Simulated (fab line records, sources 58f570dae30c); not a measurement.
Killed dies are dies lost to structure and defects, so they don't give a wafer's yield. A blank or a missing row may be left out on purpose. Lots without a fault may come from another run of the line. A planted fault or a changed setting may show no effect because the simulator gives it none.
A struck lot beside a sound one | flow berkeley_cmos170 | 44 steps out of a route of 331
Sound: wafers L766.1, L766.2, L766.4. Struck: wafers L780.1, L780.3, L780.5. The cause comes at the end.
At each step with rows: each side's tool, then ch and its chambers, then its first start. Under that, the readings that differ: sound wafers | struck wafers | difference of the means | sigmas: that difference in standard deviations of wafers without a fault.
alike: readings whose means differ by less than 2 such deviations, and words and numbers that are the same on both sides. not compared: withheld readings, readings that some wafer has no value for, bounds like >300 that may hide the same value, and numbers for which the record gives no deviation and whose values overlap.
The two part at a step that has a row with sigmas, a row that says differs or no value, or rows on one side only. Numbers that don't overlap but have no deviation are shown without sigmas and don't part them. A reading that every wafer of one side lacks parts them only if that side has two wafers or more.

UCB170_GATE_STRIP_16: strips in O2.
  sound on plasma_asher-01 ch 0,1, day 7 22:31; struck on plasma_asher-03 ch 0,1, day 11 04:52
  alike: drypump_motor_current_A, oes_product_au
  not compared: rf_hours_counter_h
UCB170_GATE_CD_MEAS_90: target cd 350 nm.
  sound on cd_sem-02, day 7 22:37; struck on cd_sem-01, day 11 04:58
  alike: cd_nm
then, 7 steps without rows for these wafers: UCB170_GATE_CLEAN_17 (cleans in SPM, time 600 s); UCB170_PLDD_HMDS_00 (prime time 60 s); UCB170_PLDD_COAT_01 (resist thk 900 nm); UCB170_PLDD_SOFTBAKE_02 (time 60 s); UCB170_PLDD_EXPOSE_03 (exposes mask PSELECT, target cd 1200 nm); UCB170_PLDD_PEB_04; UCB170_PLDD_DEVELOP_05 (develop time 45 s).
UCB170_PLDD_CD_MEAS_06: target cd 1200 nm.
  sound on cd_sem-02, day 8 00:37; struck on cd_sem-01, day 11 06:53
  reading    | sound                | struck               | difference | sigmas
  cd_nm (nm) | 1199.3 1198.6 1196.9 | 1201.8 1201.7 1202.0 | +3.6       | +2
UCB170_PLDD_OVL_MEAS_07:
  sound on overlay-02, day 8 00:44; struck on overlay-02, day 11 07:01
  alike: PLDD_OVL
then, 1 step without rows for these wafers: UCB170_PLDD_IMPLANT_08.
UCB170_PLDD_IMPLANT_09:
  sound on implanter-04 ch 0, day 8 00:55; struck on implanter-02 ch 0, day 11 07:12
  reading            | sound                     | struck                        | difference | sigmas
  dose_ions_cm2      | 5.006e+13 5.013e+13 5e+13 | 3.356e+13 3.358e+13 3.355e+13 | -1.650e+13 | -99 or more
  faraday_current_uA | 158.8 163.8 158.6         | 105.2 106.8 103.8             | -55.1      | -20
  alike: end_station_pressure_torr
UCB170_PLDD_STRIP_10: strips in O2.
  sound on plasma_asher-03 ch 0,1, day 8 01:04; struck on plasma_asher-02 ch 0, day 11 07:21
  reading                     | sound       | struck      | difference | sigmas
  drypump_motor_current_A (A) | 5.7 5.1 5.7 | 6.7 6.7 6.8 | +1.2       | +2
  alike: oes_product_au, strip_time_to_endpoint_s
  not compared: rf_hours_counter_h
UCB170_PLDD_TW_MEAS_11:
  sound on film_metro-03, day 8 01:10; struck on film_metro-03, day 11 07:27
  reading | sound          | struck      | difference | sigmas
  PLDD_TW | 1011 1009 1009 | 954 949 947 | -60        | -12
then, 7 steps without rows for these wafers: UCB170_PLDD_CLEAN_12 (cleans in SPM, time 600 s); UCB170_NLDD_HMDS_00 (prime time 60 s); UCB170_NLDD_COAT_01 (resist thk 900 nm); UCB170_NLDD_SOFTBAKE_02 (time 60 s); UCB170_NLDD_EXPOSE_03 (exposes mask NSELECT, target cd 1200 nm); UCB170_NLDD_PEB_04; UCB170_NLDD_DEVELOP_05 (develop time 45 s).
UCB170_NLDD_CD_MEAS_06: target cd 1200 nm.
  sound on cd_sem-02, day 8 03:14; struck on cd_sem-01, day 11 08:47
  alike: cd_nm
UCB170_NLDD_OVL_MEAS_07:
  sound on overlay-01, day 8 03:22; struck on overlay-02, day 11 08:54
  alike: NLDD_OVL
then, 2 steps without rows for these wafers: UCB170_NLDD_IMPLANT_08; UCB170_NLDD_IMPLANT_09.
UCB170_NLDD_STRIP_10: strips in O2.
  sound on plasma_asher-02 ch 0,1, day 8 03:41; struck on plasma_asher-03 ch 0,1, day 11 09:14
  alike: drypump_motor_current_A, oes_product_au, strip_time_to_endpoint_s
  not compared: rf_hours_counter_h
UCB170_NLDD_TW_MEAS_11:
  sound on film_metro-04, day 8 03:47; struck on film_metro-03, day 11 09:20
  alike: NLDD_TW
then, 1 step without rows for these wafers: UCB170_NLDD_CLEAN_12 (cleans in SPM, time 600 s).
UCB170_SPACER_CVD_00: deposits SiO2 from TEOS/O2, target thk 376 nm, time 47 s.
  sound on pecvd-04 ch 0,1,2, day 8 04:02; struck on pecvd-02 ch 0,2, day 11 09:52
  alike: heater_power_w
UCB170_SPACER_THK_MEAS_01:
  sound on film_metro-02, day 8 04:04; struck on film_metro-02, day 11 09:54
  alike: SPACER_TEOS_THK
then, 1 step without rows for these wafers: UCB170_SPACER_ANNEAL_02 (time 1800 s).
UCB170_SPACER_ETCHBACK_03: etches SiO2 in CHF3/CF4/Ar, stops on Si, target depth 376 nm, time 100 s.
  sound on rie_diel-04 ch 0,1,3, day 8 08:22; struck on rie_diel-04 ch 0,2, day 11 14:16
  alike: drypump_motor_current_A, oes_product_au, throttle_valve_pct
  not compared: rf_hours_counter_h
then, 6 steps without rows for these wafers: UCB170_PSD_HMDS_00 (prime time 60 s); UCB170_PSD_COAT_01 (resist thk 900 nm); UCB170_PSD_SOFTBAKE_02 (time 60 s); UCB170_PSD_EXPOSE_03 (exposes mask PSELECT MOD, target cd 1200 nm); UCB170_PSD_PEB_04; UCB170_PSD_DEVELOP_05 (develop time 45 s).
UCB170_PSD_CD_MEAS_06: target cd 1200 nm.
  sound on cd_sem-01, day 8 09:37; struck on cd_sem-01, day 11 15:57
  alike: cd_nm
UCB170_PSD_OVL_MEAS_07:
  sound on overlay-02, day 8 09:44; struck on overlay-01, day 11 16:04
  alike: PSD_OVL
then, 1 step without rows for these wafers: UCB170_PSD_IMPLANT_08.
UCB170_SDANNEAL_RS_MEAS_04: measures by four-point-probe.
  sound on film_metro-01, day 8 14:38; struck on film_metro-01, day 11 19:29
  reading          | sound                | struck               | difference | sigmas
  PLDD_RS (ohm/sq) | 1033.6 1036.3 1034.4 | 1190.1 1189.4 1194.0 | +156.4     | +60
UCB170_M3_PROBE_99:
  sound on prober-01, day 9 12:25; struck on prober-02, day 12 21:41
  reading                               | sound                | struck               | difference | sigmas
  model.etest.pldd.line_ohm_um          | 1817 1795 1805       | 2112 2116 2141       | +317       |
  model.etest.pmos_0p6.r_on_ohm_um      | 8391 8359 8551       | 8648 8601 8646       | +198       |
  model.etest.pmos_0p35.r_on_ohm_um     | 4603 4572 4658       | 4858 4867 4880       | +257       |
  model.etest.pldd.rs_ohm_sq            | 1102 1104 1106       | 1298 1307 1319       | +204       |
  model.etest.pmos_turned.drive_ua_um   | 295.5 301.7 296.2    | 285.7 286.3 285.1    | -12.1      |
  model.etest.pmos_0p35.drive_ua_um     | 285.9 290.6 286.1    | 273.5 275.7 273.1    | -13.4      |
  model.etest.pmos_0p35.off_log10_a_um  | -11.51 -11.36 -11.53 | -11.79 -12.01 -11.75 | -0.38      |
  model.etest.pmos_0p35.isub_log10_a_um | -8.255 -8.201 -8.194 | -8.434 -8.448 -8.511 | -0.248     |

WHERE THEY PART
First at UCB170_PLDD_CD_MEAS_06; last, within this record, at UCB170_SDANNEAL_RS_MEAS_04.

WHY: what the simulator had put in
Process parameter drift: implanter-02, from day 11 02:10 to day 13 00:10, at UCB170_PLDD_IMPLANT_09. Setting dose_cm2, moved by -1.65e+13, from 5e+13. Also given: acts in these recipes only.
